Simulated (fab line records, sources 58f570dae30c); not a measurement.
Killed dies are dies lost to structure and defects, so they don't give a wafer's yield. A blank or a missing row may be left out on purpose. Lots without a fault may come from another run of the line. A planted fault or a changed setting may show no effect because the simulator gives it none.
Split-lot experiment | flow berkeley_cmos170 | 5 lots, 23 wafers read, on a route of 331 steps

THE SPLIT
At UCB170_NLDD_IMPLANT_08, the setting energy_kev was moved away from the recipe's 30 on 9 of the 23 wafers read, by -4.1% to +5.4%. The other wafers ran this setting at the recipe's value.

The reading is taken at the split's own step.

THE READING
implant.drp_nm (the simulator's own value, which no gauge read), in nm, at UCB170_NLDD_IMPLANT_08. The file gives no usual value for it.

wafer  | tool, chamber at the split | energy_kev as run | against the recipe | implant.drp_nm, nm | against lot-mates on the recipe
L074.1 | implanter-01, 0            | 30                | recipe             | 9.611              | -
L074.2 | implanter-01, 0            | 30                | recipe             | 9.611              | -
L074.4 | implanter-01, 0            | 30                | recipe             | 9.611              | -
L074.5 | implanter-01, 0            | 30                | recipe             | 9.611              | -
L074.6 | implanter-01, 0            | 30                | recipe             | 9.611              | -
L077.1 | implanter-03, 0            | 28.77             | -4.1%              | 9.323              | -0.288
L077.3 | implanter-03, 0            | 28.77             | -4.1%              | 9.323              | -0.288
L077.6 | implanter-03, 0            | 28.77             | -4.1%              | 9.323              | -0.288
L077.2 | implanter-03, 0            | 30                | recipe             | 9.611              | -
L077.4 | implanter-03, 0            | 30                | recipe             | 9.611              | -
L076.1 | implanter-01, 0            | 30                | recipe             | 9.611              | -
L076.4 | implanter-01, 0            | 30                | recipe             | 9.611              | -
L076.5 | implanter-01, 0            | 30                | recipe             | 9.611              | -
L080.1 | implanter-01, 0            | 30                | recipe             | 9.611              | -
L080.2 | implanter-01, 0            | 30                | recipe             | 9.611              | -
L080.4 | implanter-01, 0            | 29.52             | -1.6%              | 9.498              | -0.113
L080.5 | implanter-01, 0            | 29.52             | -1.6%              | 9.498              | -0.113
L080.6 | implanter-01, 0            | 29.52             | -1.6%              | 9.498              | -0.113
L083.1 | implanter-03, 0            | 31.63             | +5.4%              | 9.992              | +0.381
L083.4 | implanter-03, 0            | 31.63             | +5.4%              | 9.992              | +0.381
L083.5 | implanter-03, 0            | 31.63             | +5.4%              | 9.992              | +0.381
L083.2 | implanter-03, 0            | 30                | recipe             | 9.611              | -
L083.3 | implanter-03, 0            | 30                | recipe             | 9.611              | -

THE FIT
A straight line over all 23 wafers: implant.drp_nm changes by +0.0702 nm for each +1% of energy_kev; r = +1.00; the points scatter about the line by 0.00025 nm.
The same after taking each lot's own level away (the mean of its wafers on the recipe; 23 wafers): +0.0702 nm for each +1%; r = +1.00; scatter 0.00025 nm.
On that fit, the largest move of energy_kev shifts the reading by 0.38 nm.
The lots' own levels span 9.6110 to 9.6110 nm.
So the lot-to-lot level changes the slope little: the two slopes agree.
Check: with one of the wafers moved furthest among these (+5.4%) left out of the fit, the line predicts +0.381 nm for it against its lot-mates. It came out at +0.381 nm against them.

OTHER SPLITS ON THESE WAFERS
These wafers also went through other splits before the reading. Each is held against what the fit with the lots' levels taken away leaves over:
other split on the same wafers      | wafers away from the commonest value | r with implant.drp_nm (lot level and that fit taken away)
UCB170_NWELL_OXIDATION_01 ox_time_s | 15                                   | +0.40
UCB170_NWELL_CVD_04 time_s          | 15                                   | -0.51
UCB170_NWELL_IMPLANT_14 dose_cm2    | 7                                    | -0.35
UCB170_ACTIVE_ETCH_15 time_s        | 6                                    | +0.07
UCB170_FIELD_OXIDATION_01 ox_time_s | 15                                   | +0.07
UCB170_FIELD_WET_ETCH_05 time_s     | 15                                   | -0.37
UCB170_NLDD_COAT_01 resist_thk_nm   | 10                                   | +0.04

THE WHOLE CHAIN: every reading that the file lists as answering this split, in the file's order
step                   | what it does | reading                                                         | change (the file's fit)                | r (the file's)
UCB170_NLDD_IMPLANT_08 |              | implant.rp_nm (the simulator's own value, which no gauge read)  | +0.162 nm for each +1% of the setting  | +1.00
UCB170_NLDD_IMPLANT_08 |              | implant.drp_nm (the simulator's own value, which no gauge read) | +0.0702 nm for each +1% of the setting | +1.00

THE FILE'S OWN FIT
implant.drp_nm changes by +0.0702 nm for each +1% of energy_kev, r = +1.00.
